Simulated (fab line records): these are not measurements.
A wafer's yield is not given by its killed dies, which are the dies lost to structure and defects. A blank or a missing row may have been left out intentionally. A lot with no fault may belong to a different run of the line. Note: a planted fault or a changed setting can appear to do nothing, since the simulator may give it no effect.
Lot-split experiment :: flow ritCmos :: route with 202 steps; 5 lots, 23 wafers read

THE SPLIT
At RIT_ACTIVE_CVD_03 (deposits Si3N4 from SiH2Cl2/NH3, target thk 150 nm, time 1500 s), the setting pressureMtorr was moved away from the recipe's 300 mTorr on 15 of the 23 wafers read, by -13.7% to -5.7%. This setting was run at the recipe's value on the other wafers.

The split's own step is where the reading is taken.

THE READING
Si3N4_of_ACTIVE_CVD_03.thkNm (the simulator's own value, which no gauge read), in nm, at RIT_ACTIVE_CVD_03 (deposits Si3N4 from SiH2Cl2/NH3, target thk 150 nm, time 1500 s). The file does not state a usual value for it. Across the 8 wafers here that went through the recipe, the average is 149.7 nm and the standard deviation 0.81 nm.

wafer: L076.1
tool, chamber at the split: -, -
pressureMtorr as run, mTorr: 258.8
against the recipe: -13.7%
Si3N4_of_ACTIVE_CVD_03.thkNm, nm: 145
against lot-mates on the recipe: no lot-mate on the recipe

wafer: L076.2
tool, chamber at the split: -, -
pressureMtorr as run, mTorr: 258.8
against the recipe: -13.7%
Si3N4_of_ACTIVE_CVD_03.thkNm, nm: 143.1
against lot-mates on the recipe: no lot-mate on the recipe

wafer: L076.3
tool, chamber at the split: -, -
pressureMtorr as run, mTorr: 258.8
against the recipe: -13.7%
Si3N4_of_ACTIVE_CVD_03.thkNm, nm: 144.3
against lot-mates on the recipe: no lot-mate on the recipe

wafer: L076.4
tool, chamber at the split: -, -
pressureMtorr as run, mTorr: 258.8
against the recipe: -13.7%
Si3N4_of_ACTIVE_CVD_03.thkNm, nm: 144.2
against lot-mates on the recipe: no lot-mate on the recipe

wafer: L076.6
tool, chamber at the split: -, -
pressureMtorr as run, mTorr: 258.8
against the recipe: -13.7%
Si3N4_of_ACTIVE_CVD_03.thkNm, nm: 143.5
against lot-mates on the recipe: no lot-mate on the recipe

wafer: L078.3
tool, chamber at the split: lpcvd-01, 0
pressureMtorr as run, mTorr: 300
against the recipe: recipe
Si3N4_of_ACTIVE_CVD_03.thkNm, nm: 148.5
against lot-mates on the recipe: -

wafer: L078.5
tool, chamber at the split: lpcvd-01, 0
pressureMtorr as run, mTorr: 300
against the recipe: recipe
Si3N4_of_ACTIVE_CVD_03.thkNm, nm: 148.8
against lot-mates on the recipe: -

wafer: L078.6
tool, chamber at the split: lpcvd-01, 0
pressureMtorr as run, mTorr: 300
against the recipe: recipe
Si3N4_of_ACTIVE_CVD_03.thkNm, nm: 149.1
against lot-mates on the recipe: -

wafer: L081.1
tool, chamber at the split: -, -
pressureMtorr as run, mTorr: 300
against the recipe: recipe
Si3N4_of_ACTIVE_CVD_03.thkNm, nm: 149.3
against lot-mates on the recipe: -

wafer: L081.3
tool, chamber at the split: -, -
pressureMtorr as run, mTorr: 300
against the recipe: recipe
Si3N4_of_ACTIVE_CVD_03.thkNm, nm: 150.4
against lot-mates on the recipe: -

wafer: L081.5
tool, chamber at the split: -, -
pressureMtorr as run, mTorr: 300
against the recipe: recipe
Si3N4_of_ACTIVE_CVD_03.thkNm, nm: 150.4
against lot-mates on the recipe: -

wafer: L081.4
tool, chamber at the split: -, -
pressureMtorr as run, mTorr: 300
against the recipe: recipe
Si3N4_of_ACTIVE_CVD_03.thkNm, nm: 150.6
against lot-mates on the recipe: -

wafer: L081.6
tool, chamber at the split: -, -
pressureMtorr as run, mTorr: 300
against the recipe: recipe
Si3N4_of_ACTIVE_CVD_03.thkNm, nm: 150.5
against lot-mates on the recipe: -

wafer: L083.2
tool, chamber at the split: -, -
pressureMtorr as run, mTorr: 282.9
against the recipe: -5.7%
Si3N4_of_ACTIVE_CVD_03.thkNm, nm: 149.5
against lot-mates on the recipe: no lot-mate on the recipe

wafer: L083.3
tool, chamber at the split: -, -
pressureMtorr as run, mTorr: 282.9
against the recipe: -5.7%
Si3N4_of_ACTIVE_CVD_03.thkNm, nm: 150.5
against lot-mates on the recipe: no lot-mate on the recipe

wafer: L083.4
tool, chamber at the split: -, -
pressureMtorr as run, mTorr: 282.9
against the recipe: -5.7%
Si3N4_of_ACTIVE_CVD_03.thkNm, nm: 148.6
against lot-mates on the recipe: no lot-mate on the recipe

wafer: L083.5
tool, chamber at the split: -, -
pressureMtorr as run, mTorr: 282.9
against the recipe: -5.7%
Si3N4_of_ACTIVE_CVD_03.thkNm, nm: 148.8
against lot-mates on the recipe: no lot-mate on the recipe

wafer: L083.6
tool, chamber at the split: -, -
pressureMtorr as run, mTorr: 282.9
against the recipe: -5.7%
Si3N4_of_ACTIVE_CVD_03.thkNm, nm: 148.7
against lot-mates on the recipe: no lot-mate on the recipe

wafer: L084.1
tool, chamber at the split: -, -
pressureMtorr as run, mTorr: 276.9
against the recipe: -7.7%
Si3N4_of_ACTIVE_CVD_03.thkNm, nm: 146.5
against lot-mates on the recipe: no lot-mate on the recipe

wafer: L084.3
tool, chamber at the split: -, -
pressureMtorr as run, mTorr: 276.9
against the recipe: -7.7%
Si3N4_of_ACTIVE_CVD_03.thkNm, nm: 146.9
against lot-mates on the recipe: no lot-mate on the recipe

wafer: L084.4
tool, chamber at the split: -, -
pressureMtorr as run, mTorr: 276.9
against the recipe: -7.7%
Si3N4_of_ACTIVE_CVD_03.thkNm, nm: 146.3
against lot-mates on the recipe: no lot-mate on the recipe

wafer: L084.5
tool, chamber at the split: -, -
pressureMtorr as run, mTorr: 276.9
against the recipe: -7.7%
Si3N4_of_ACTIVE_CVD_03.thkNm, nm: 146
against lot-mates on the recipe: no lot-mate on the recipe

wafer: L084.6
tool, chamber at the split: -, -
pressureMtorr as run, mTorr: 276.9
against the recipe: -7.7%
Si3N4_of_ACTIVE_CVD_03.thkNm, nm: 146.7
against lot-mates on the recipe: no lot-mate on the recipe

FIT RESULTS
A straight line over all 23 wafers: Si3N4_of_ACTIVE_CVD_03.thkNm changes by +0.417 nm for each +1% of pressureMtorr; r = +0.90; the points scatter about the line by 1.1 nm.
Too few moved wafers with a lot-mate on the recipe to fit a line net of each lot's own level.

FILE'S OWN FIT
Si3N4_of_ACTIVE_CVD_03.thkNm changes by +0.416 nm for each +1% of pressureMtorr, r = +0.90.
